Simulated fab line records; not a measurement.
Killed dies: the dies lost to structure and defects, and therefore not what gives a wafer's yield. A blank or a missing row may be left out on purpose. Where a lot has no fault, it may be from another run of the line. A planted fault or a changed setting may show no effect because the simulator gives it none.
Chamber matching -- flow berkeley-cmos170 -- 4 sister chambers for UCB170_M2_ETCH_17 on rie-diel-02
The step etches BARC in N2/H2. 16 wafers are shown with their chamber, then 8 later ones without.

== EACH WAFER AND ITS CHAMBER ==
wafer,chamber,drypump-motor-current-A (A),oes-product-au (a.u.),throttle-valve-pct (%)
L249.1,0,4.7,0.984,13.15
L249.2,1,5.1,1.012,13.15
L249.4,0,4.7,0.978,13.15
L259.2,0,4.8,0.986,13.15
L259.5,3,6.3,1.003,13.10
L259.6,2,5.2,0.966,13.06
L263.1,0,4.7,0.971,13.12
L263.5,2,5.2,0.956,13.07
L263.6,1,5.1,1.020,13.15
L260.1,3,6.3,0.995,13.11
L260.3,2,5.2,0.957,13.05
L260.4,0,4.7,0.981,13.13
L264.1,0,4.8,0.984,13.14
L264.2,1,5.1,1.015,13.13
L264.3,3,6.3,0.982,13.09
L266.3,1,5.1,1.019,13.15

SIGNATURES (averages over the wafers above)
reading,chamber 0,chamber 1,chamber 2,chamber 3,scatter within a chamber
drypump-motor-current-A,4.733,5.100,5.200,6.300,0.0333
oes-product-au,0.98067,1.01650,0.95967,0.99333,0.00631
throttle-valve-pct,13.1400,13.1450,13.0600,13.1000,0.0112
Rule: for each reading, subtract the chamber's mean from the wafer's reading, divide by that reading's scatter and square the result; add these up over the readings and take the root, which gives the wafer's distance from the chamber. If the next closest chamber is less than 2 further off than the closest, the wafer can't be placed; otherwise it belongs to the closest. The scatter is the square root of a quotient: the sum, over the shown wafers, of each reading's squared deviation from its chamber's mean, divided by wafers minus chambers.

== WAFERS WITH NO CHAMBER GIVEN ==
wafer,drypump-motor-current-A (A),oes-product-au (a.u.),throttle-valve-pct (%)
L266.5,4.7,0.991,13.13
L266.6,6.2,0.987,13.10
L268.1,5.2,0.969,13.06
L268.3,4.7,0.977,13.15
L268.4,6.2,0.994,13.10
L269.1,6.3,0.990,13.11
L269.3,4.7,0.994,13.14
L269.6,6.3,0.990,13.10

== WHICH CHAMBER EACH ONE RAN IN ==
wafer,from the rows above,in truth
L266.5,0,0
L266.6,3,3
L268.1,2,2
L268.3,0,0
L268.4,3,3
L269.1,3,3
L269.3,0,0
L269.6,3,3
Placed correctly: 8 of 8. Not placeable from these rows: 0. Number placed wrongly: 0.
